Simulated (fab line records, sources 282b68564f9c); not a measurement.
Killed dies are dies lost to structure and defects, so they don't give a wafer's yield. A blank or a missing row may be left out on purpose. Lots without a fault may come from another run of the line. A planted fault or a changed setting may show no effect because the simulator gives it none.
A struck lot beside a sound one | flow rit_cmos | 20 steps out of a route of 202
Sound: wafers L826.1, L826.4, L826.6. Struck: wafers L828.2, L828.3, L828.4. The cause comes at the end.
At each step with rows: each side's tool, then ch and its chambers, then its first start. Under that, the readings that differ: sound wafers | struck wafers | difference of the means | sigmas: that difference in standard deviations of wafers without a fault.
alike: readings whose means differ by less than 2 such deviations, and words and numbers that are the same on both sides. not compared: withheld readings, readings that some wafer has no value for, bounds like >300 that may hide the same value, and numbers for which the record gives no deviation and whose values overlap.
The two part at a step that has a row with sigmas, a row that says differs or no value, or rows on one side only. Numbers that don't overlap but have no deviation are shown without sigmas and don't part them. A reading that every wafer of one side lacks parts them only if that side has two wafers or more.

RIT_CONTACT_CD_MEAS_08: target cd 1000 nm.
  sound on cd_sem-01, day 3 22:17; struck on cd_sem-01, day 4 06:49
  alike: cd_nm
RIT_CONTACT_OVL_MEAS_09:
  sound on overlay-02, day 3 22:25; struck on overlay-02, day 4 06:55
  alike: CONTACT_OVL
then, 1 step without rows for these wafers: RIT_CONTACT_HARDBAKE_10 (time 60 s).
RIT_CONTACT_ETCH_11: etches SiO2 in CHF3/CF4/Ar, stops on TiSi2, target depth 480 nm, time 320 s.
  sound on rie_diel-03 ch 0,1, day 3 22:35; struck on rie_diel-03 ch 0,1,3, day 4 07:06
  alike: chamber_pressure_mTorr, drypump_motor_current_A, oes_product_au, throttle_valve_pct
  not compared: rf_hours_counter_h
RIT_CONTACT_STRIP_12: strips in O2, time 180 s.
  sound on plasma_asher-02 ch 0,1, day 3 22:47; struck on plasma_asher-01 ch 0,1, day 4 07:18
  alike: chamber_pressure_mTorr, drypump_motor_current_A
  not compared: rf_hours_counter_h
RIT_CONTACT_CD_MEAS_90: target cd 1000 nm.
  sound on cd_sem-02, day 3 22:58; struck on cd_sem-02, day 4 07:29
  alike: cd_nm
then, 2 steps without rows for these wafers: RIT_CONTACT_CLEAN_13 (cleans in SC1, time 600 s); RIT_CONTACT_CLEAN_14 (cleans in SC2, time 600 s).
RIT_M1_SPUTTER_00: material Al, target thk 400 nm, time 500 s.
  sound on pvd_sputter-04, day 3 23:27; struck on pvd_sputter-02, day 4 07:56
  alike: throttle_valve_pct
RIT_M1_RS_MEAS_01: measures by four-point-probe.
  sound on film_metro-01, day 3 23:44; struck on film_metro-04, day 4 08:16
  alike: M1_AL_RS
RIT_M1_THK_MEAS_02: measures by xrf.
  sound on film_metro-01, day 3 23:52; struck on film_metro-04, day 4 08:22
  alike: M1_AL_THK
then, 1 step without rows for these wafers: RIT_M1_HMDS_03 (prime time 60 s).
RIT_M1_COAT_04: resist thk 1300 nm.
  sound on litho_track-02 ch 0, day 4 00:04; struck on litho_track-01, day 4 08:35
  no value came back on the struck wafers for chill_plate_temp_C (C), dispense_pressure_kPa (kPa); on the sound wafers chill_plate_temp_C (C) reads 23.11 22.93 23.15
then, 4 steps without rows for these wafers: RIT_M1_SOFTBAKE_05 (time 60 s); RIT_M1_EXPOSE_06 (exposes mask M12, target cd 2600 nm); RIT_M1_PEB_07; RIT_M1_DEVELOP_08 (develop time 65.25 s).
RIT_M1_CD_MEAS_09: target cd 2600 nm.
  sound on cd_sem-01, day 4 00:56; struck on cd_sem-01, day 4 09:26
  reading    | sound                | struck | difference                    | sigmas
  cd_nm (nm) | 2606.2 2604.3 2605.0 | - - -  | no value on the struck wafers |
RIT_M1_OVL_MEAS_10:
  sound on overlay-02, day 4 01:03; struck on overlay-02, day 4 09:35
  reading     | sound       | struck | difference                    | sigmas
  M1_OVL (nm) | 1.6 1.3 1.0 | - - -  | no value on the struck wafers |
RIT_M1_PROBE_99:
  sound on prober-01, day 4 03:54; struck on prober-01, day 4 12:34
  reading                  | sound          | struck         | difference | sigmas
  defect_limited_yield (%) | 95.8 96.6 97.3 | 0 0 0          | -97        | -80
  killed_at_M0_to_M3       | 0 0 0          | 258 250 256    | +255       | +99 or more
  killed_dies              | 11 9 7         | 264 264 264    | +255       | +80
  killed_on_rim            | 4 3 1          | 70 70 70       | +67        | +56
  sort_bin_5_function (%)  | 3.0 1.9 2.3    | 99.2 98.9 98.9 | +96.6      | +99 or more
  sort_n_pass              | 253 255 257    | 0 0 0          | -255       | -80
  sort_yield_pct (%)       | 95.8 96.6 97.3 | 0 0 0          | -97        | -80
  alike: killed_at_contacts, killed_at_front_end, killed_open, killed_short, sort_bin_3_pad_short, sort_bin_6_memory

WHERE THEY PART
First at RIT_M1_COAT_04; last, within this record, at RIT_M1_PROBE_99.

WHY: what the simulator had put in
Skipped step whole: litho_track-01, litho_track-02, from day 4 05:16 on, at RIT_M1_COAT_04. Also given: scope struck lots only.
